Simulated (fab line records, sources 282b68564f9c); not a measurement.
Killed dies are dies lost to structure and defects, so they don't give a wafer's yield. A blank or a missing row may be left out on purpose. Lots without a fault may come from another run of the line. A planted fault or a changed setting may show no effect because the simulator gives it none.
Which tool did it? | flow rit_cmos | 13 lots, 39 wafers sampled, at 2 steps of a route of 202

WHAT THE GAUGES READ, wafer by wafer
RIT_GATE_THK_MEAS_09.
lot  | measured    | on            | GATE_POLY_THK (nm)
L840 | day 2 11:50 | film_metro-02 | 248.9 249.5 249.3
L841 | day 2 17:25 | film_metro-02 | 251.8 253.3 253.8
L842 | day 2 22:40 | film_metro-01 | 252.7 251.6 253.5
L843 | day 3 01:32 | film_metro-01 | 251.1 251.6 250.2
L844 | day 3 07:46 | film_metro-02 | 247.5 247.5 247.3
L845 | day 3 12:10 | film_metro-04 | 256.0 255.8 253.8
L846 | day 3 17:19 | film_metro-04 | 252.3 252.3 252.0
L847 | day 3 22:18 | film_metro-01 | 248.0 248.8 249.1
L848 | day 4 03:13 | film_metro-01 | 250.4 251.4 250.0
L853 | day 5 10:07 | film_metro-01 | 200.9 201.4 201.7
L854 | day 5 10:07 | film_metro-02 | 202.8 204.3 203.8
L859 | day 6 10:20 | film_metro-04 | 248.3 247.7 246.3
L861 | day 6 19:53 | film_metro-01 | 251.7 253.3 251.0

WHICH TOOL RAN EACH LOT (tool, then ch and the chambers of the sampled wafers, then the start)
lot  | RIT_GATE_CVD_08
L840 | lpcvd-01 ch 0, day 2 10:12
L841 | lpcvd-01 ch 1, day 2 15:47
L842 | lpcvd-02 ch 1, day 2 21:02
L843 | lpcvd-02 ch 1, day 2 23:56
L844 | lpcvd-01 ch 0, day 3 06:09
L845 | lpcvd-01 ch 0, day 3 10:32
L846 | lpcvd-01 ch 0, day 3 15:41
L847 | lpcvd-02 ch 1, day 3 20:41
L848 | lpcvd-01 ch 0, day 4 01:36
L853 | lpcvd-01 ch 1, day 5 08:29
L854 | lpcvd-01 ch 1, day 5 08:29
L859 | lpcvd-02 ch 0, day 6 08:41
L861 | lpcvd-02 ch 0, day 6 18:16
- RIT_GATE_CVD_08: deposits poly-Si from SiH4, target thk 250 nm, time 2220 s.

WHAT THE TOOLS THEMSELVES READ (means of the sampled wafers that have a number; where no wafer has one, the mark that the record gives instead)
RIT_GATE_CVD_08.
lot  | tool     | sih4_flow_sccm (sccm)
L840 | lpcvd-01 | 100.0
L841 | lpcvd-01 | 100.0
L842 | lpcvd-02 | 100.1
L843 | lpcvd-02 | 100.0
L844 | lpcvd-01 | 100.3
L845 | lpcvd-01 | 99.9
L846 | lpcvd-01 | 99.6
L847 | lpcvd-02 | 100.0
L848 | lpcvd-01 | 99.6
L853 | lpcvd-01 | 80.0
L854 | lpcvd-01 | 79.7
L859 | lpcvd-02 | 99.8
L861 | lpcvd-02 | 99.9

THE ANSWER, worked out from the rows above alone
Rule: what is usual is taken from the lots themselves. Put in order of their means at a reading, lots are off if they are a third of the lots or fewer, leave a main group of 4 or more, and stand apart from it by a gap of 3 or more times the standard deviation of the main group's means; of several such gaps the widest counts. A main group whose means are all the same, to the digits that the tables above print for the reading, isn't used. A lot without any number at a reading at which 4 lots or more have one is off too. The other lots that the step has rows for count as sound. The gauges are gone through in route order, then the tools' own readings, and for those a lot's mean is taken as printed above. The first step at which some lot is off is used, and at that step the reading that is off furthest; a lot without a number counts as furthest.
Off: L853, L854, at RIT_GATE_THK_MEAS_09 (GATE_POLY_THK). The main group: mean 250.8 nm, standard deviation 2.3.
A tool fits if, at a process step before that reading, it ran every lot that is off, and no sound lot after the first of them. The gauges at RIT_GATE_THK_MEAS_09 aren't tried: what is off there is off at RIT_GATE_CVD_08 too, on other tools, and a gauge's error can't cause that. One fits: lpcvd-01 at RIT_GATE_CVD_08. Its last sound lot is L848 (day 4 01:36), its first lot that is off L853 (day 5 08:29): a fault that began between those two fits.
The tool's own readings at RIT_GATE_CVD_08 bear it out: on the lots that are off they differ by more than 5 times the standard deviation of the sound lots' means. sih4_flow_sccm reads 79.8 sccm there against 99.9 sccm on the sound lots.

WHAT THE SIMULATOR HAD PUT IN
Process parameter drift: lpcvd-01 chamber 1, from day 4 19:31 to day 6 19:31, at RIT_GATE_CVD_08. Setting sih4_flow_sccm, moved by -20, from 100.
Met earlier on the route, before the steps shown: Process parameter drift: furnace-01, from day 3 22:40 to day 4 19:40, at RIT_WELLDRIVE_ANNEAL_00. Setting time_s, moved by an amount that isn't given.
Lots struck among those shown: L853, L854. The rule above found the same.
